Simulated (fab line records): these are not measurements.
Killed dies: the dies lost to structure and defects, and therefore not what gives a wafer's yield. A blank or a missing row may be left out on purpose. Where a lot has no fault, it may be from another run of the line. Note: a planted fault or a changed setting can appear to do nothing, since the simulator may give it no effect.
Chamber matching -- flow ritCmos -- RIT_GATE_ETCH_19 on rieSi-01: 4 sister chambers
The step etches poly-Si in SF6/CHF3/O2, stops on SiO2, time 165 s, target depth 312.5 nm. 8 wafers are shown with their chamber, then 7 later ones without.

== WAFERS WITH THEIR CHAMBER ==
wafer,chamber,throttleValvePct (%),oesProductAu (a.u.)
L179.6,1,10.49,0.847
L185.3,2,10.32,0.848
L185.6,1,10.50,0.857
L187.3,3,10.22,0.832
L187.5,3,10.20,0.827
L187.6,0,10.17,0.847
L189.3,0,10.18,0.840
L189.4,2,10.32,0.834

== WAFERS WITH NO CHAMBER GIVEN ==
wafer,throttleValvePct (%),oesProductAu (a.u.)
L189.5,10.17,0.836
L193.2,10.23,0.843
L193.4,10.17,0.856
L193.5,10.51,0.848
L201.1,10.48,0.839
L201.3,10.22,0.829
L201.5,10.32,0.840

== THE CHAMBER EACH PASSED THROUGH ==
wafer,from the rows above,in truth
L189.5,0,0
L193.2,3,3
L193.4,0,0
L193.5,1,1
L201.1,1,1
L201.3,3,3
L201.5,2,2
Correctly placed: 7 of 7. Can't be placed from these rows: 0. Wrongly placed: 0.
How it was worked out, from the rows above alone: a wafer's distance from a chamber is the root of the sum, over the readings, of the square of ((its reading less the chamber's mean) divided by the reading's scatter). If the next closest chamber is less than 2 further off than the closest, the wafer can't be placed; otherwise it belongs to the closest. Each chamber's mean is taken over the wafers shown for it. How the scatter is found: for the shown wafers, subtract from each reading the mean of its chamber, square and add these, divide the total by (wafers less chambers), then take the root.
